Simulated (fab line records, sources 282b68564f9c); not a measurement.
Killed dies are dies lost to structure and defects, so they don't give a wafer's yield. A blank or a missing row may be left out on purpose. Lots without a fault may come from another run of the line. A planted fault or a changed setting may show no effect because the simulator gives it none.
A struck lot beside a sound one | flow rit_cmos | 45 steps out of a route of 202
Sound: wafers L567.2, L567.3, L567.5. Struck: wafers L586.3, L586.4, L586.5. The cause comes at the end.
At each step with rows: each side's tool, then ch and its chambers, then its first start. Under that, the readings that differ: sound wafers | struck wafers | difference of the means | sigmas: that difference in standard deviations of wafers without a fault.
alike: readings whose means differ by less than 2 such deviations, and words and numbers that are the same on both sides. not compared: withheld readings, readings that some wafer has no value for, bounds like >300 that may hide the same value, and numbers for which the record gives no deviation and whose values overlap.
The two part at a step that has a row with sigmas, a row that says differs or no value, or rows on one side only. Numbers that don't overlap but have no deviation are shown without sigmas and don't part them. A reading that every wafer of one side lacks parts them only if that side has two wafers or more.

first, 4 steps without rows for these wafers: RIT_PLDD_SOFTBAKE_02 (time 60 s); RIT_PLDD_EXPOSE_03 (exposes mask M8, target cd 40900 nm); RIT_PLDD_PEB_04; RIT_PLDD_DEVELOP_05 (develop time 50 s).
RIT_PLDD_OVL_MEAS_06:
  sound on overlay-02, day 3 15:41; struck on overlay-02, day 7 15:08
  alike: PLDD_OVL
then, 2 steps without rows for these wafers: RIT_PLDD_HARDBAKE_07 (time 60 s); RIT_PLDD_IMPLANT_08.
RIT_PLDD_STRIP_09: strips in O2, time 180 s.
  sound on plasma_asher-04 ch 1, day 3 16:01; struck on plasma_asher-01 ch 0,1, day 7 15:31
  alike: drypump_motor_current_A, o2_flow_sccm, rf_refl_power_W
  not compared: rf_hours_counter_h
RIT_PLDD_TW_MEAS_10:
  sound on film_metro-03, day 3 16:11; struck on film_metro-03, day 7 15:40
  alike: PLDD_TW
then, 3 steps without rows for these wafers: RIT_SPACER_CLEAN_00 (cleans in SC1, time 600 s); RIT_SPACER_CLEAN_01 (cleans in dHF, time 30 s); RIT_SPACER_CLEAN_02 (cleans in SC2, time 600 s).
RIT_SPACER_CVD_03: deposits Si3N4 from SiH2Cl2/NH3, target thk 250 nm, time 3300 s.
  sound on lpcvd-02 ch 1, day 3 16:38; struck on lpcvd-02 ch 1, day 7 16:04
  reading                                  | sound             | struck            | difference | sigmas
  model.Si3N4_of_SPACER_CVD_03.thk_nm (nm) | 254.1 253.5 255.2 | 140.7 140.7 141.3 | -113.4     |
  alike: spike_tc_source_C, zone_power_source_pct
RIT_SPACER_THK_MEAS_04:
  sound on film_metro-03, day 3 18:33; struck on film_metro-04, day 7 18:00
  reading                 | sound             | struck            | difference | sigmas
  SPACER_NITRIDE_THK (nm) | 254.1 253.3 255.1 | 140.8 140.7 141.3 | -113.2     | -51
RIT_SPACER_ETCHBACK_05: etches Si3N4 in SF6/CHF3, stops on SiO2, target depth 250 nm, time 240 s.
  sound on rie_diel-02 ch 0,1,3, day 3 18:36; struck on rie_diel-04 ch 0,1, day 7 18:02
  reading                     | sound             | struck            | difference | sigmas
  drypump_motor_current_A (A) | 6.5 6.7 5.7       | 5.7 5.5 5.5       | -0.7       | -2
  oes_product_au (a.u.)       | 0.871 0.854 0.846 | 0.570 0.577 0.582 | -0.281     | -22
  model.etch.depth_nm (nm)    | 254.1 253.5 255.2 | 140.7 140.7 141.3 | -113.4     |
  alike: CHF3_flow_sccm, throttle_valve_pct
  not compared: rf_hours_counter_h
then, 6 steps without rows for these wafers: RIT_NSD_HMDS_00 (prime time 60 s); RIT_NSD_COAT_01 (resist thk 1000 nm); RIT_NSD_SOFTBAKE_02 (time 60 s); RIT_NSD_EXPOSE_03 (exposes mask M9, target cd 40700 nm); RIT_NSD_PEB_04; RIT_NSD_DEVELOP_05 (develop time 50 s).
RIT_NSD_OVL_MEAS_06:
  sound on overlay-02, day 3 19:37; struck on overlay-01, day 7 19:04
  alike: NSD_OVL
then, 2 steps without rows for these wafers: RIT_NSD_HARDBAKE_07 (time 60 s); RIT_NSD_IMPLANT_08.
RIT_NSD_STRIP_09: strips in O2, time 180 s.
  sound on plasma_asher-04 ch 0,1, day 3 19:56; struck on plasma_asher-01 ch 0,1, day 7 19:26
  alike: drypump_motor_current_A, o2_flow_sccm, rf_refl_power_W
  not compared: rf_hours_counter_h
RIT_NSD_TW_MEAS_10:
  sound on film_metro-02, day 3 20:07; struck on film_metro-02, day 7 19:35
  alike: NSD_TW
then, 6 steps without rows for these wafers: RIT_PSD_HMDS_00 (prime time 60 s); RIT_PSD_COAT_01 (resist thk 1000 nm); RIT_PSD_SOFTBAKE_02 (time 60 s); RIT_PSD_EXPOSE_03 (exposes mask M10, target cd 40900 nm); RIT_PSD_PEB_04; RIT_PSD_DEVELOP_05 (develop time 50 s).
RIT_PSD_OVL_MEAS_06:
  sound on overlay-02, day 3 21:02; struck on overlay-01, day 7 20:29
  alike: PSD_OVL
then, 2 steps without rows for these wafers: RIT_PSD_HARDBAKE_07 (time 60 s); RIT_PSD_IMPLANT_08.
RIT_PSD_STRIP_09: strips in O2, time 180 s.
  sound on plasma_asher-04 ch 0,1, day 3 21:22; struck on plasma_asher-04 ch 0,1, day 7 20:52
  alike: drypump_motor_current_A, o2_flow_sccm, rf_refl_power_W
  not compared: rf_hours_counter_h
RIT_PSD_TW_MEAS_10:
  sound on film_metro-04, day 3 21:32; struck on film_metro-02, day 7 21:00
  alike: PSD_TW
then, 3 steps without rows for these wafers: RIT_SDANNEAL_CLEAN_00 (cleans in SC1, time 600 s); RIT_SDANNEAL_CLEAN_01 (cleans in dHF, time 30 s); RIT_SDANNEAL_CLEAN_02 (cleans in SC2, time 600 s).
RIT_SDANNEAL_RTA_03: time 5 s.
  sound on rtp_anneal-01 ch 0, day 3 21:59; struck on rtp_anneal-01 ch 0, day 7 21:26
  alike: ramp_down_c_per_s, wafer_temp_C_max
RIT_SDANNEAL_RS_MEAS_04: measures by four-point-probe.
  sound on film_metro-04, day 3 22:04; struck on film_metro-04, day 7 21:31
  alike: PSD_RS
RIT_SILICIDE_WET_ETCH_00: etches SiO2 in BOE, target depth 14 nm, time 15 s.
  sound on wet_bench-02 ch 3, day 3 22:31; struck on wet_bench-02 ch 2, day 7 21:58
  reading                                  | sound             | struck            | difference | sigmas
  model.Si3N4_of_SPACER_CVD_03.thk_nm (nm) | 199.5 198.3 197.8 | 109.4 107.7 108.1 | -90.1      |
  alike: temp_c
RIT_CONTACT_ETCH_11: etches SiO2 in CHF3/CF4/Ar, stops on TiSi2, target depth 480 nm, time 320 s.
  sound on rie_diel-03 ch 2,3, day 4 00:52; struck on rie_diel-04 ch 0,2,3, day 7 23:52
  reading                | sound          | struck         | difference | sigmas
  throttle_valve_pct (%) | 9.05 9.10 9.09 | 8.85 8.69 8.89 | -0.27      | -2
  alike: CHF3_flow_sccm, O2_flow_sccm, drypump_motor_current_A, oes_product_au
  not compared: rf_hours_counter_h, model.CONTACT.cd_nm
RIT_M1_PROBE_99:
  sound on prober-01, day 4 06:31; struck on prober-02, day 8 05:04
  alike: killed_at_contacts, killed_at_front_end, killed_dies, killed_open, killed_short
  not compared: model.etest.pplus_sal.width_nm, model.etest.nplus_sal.width_nm, model.etest.nldd.width_nm, model.etest.pldd.width_nm, model.etest.pwell_pinched.rs_ohm_sq, model.etest.nwell_pinched.rs_ohm_sq, model.etest.well_edge_right.line_ohm_um, model.etest.well_edge_left.line_ohm_um

WHERE THEY PART
First at RIT_SPACER_THK_MEAS_04; last, within this record, at RIT_CONTACT_ETCH_11. Later steps at which nothing parts them and some readings are alike: RIT_M1_PROBE_99.

WHY: what the simulator had put in
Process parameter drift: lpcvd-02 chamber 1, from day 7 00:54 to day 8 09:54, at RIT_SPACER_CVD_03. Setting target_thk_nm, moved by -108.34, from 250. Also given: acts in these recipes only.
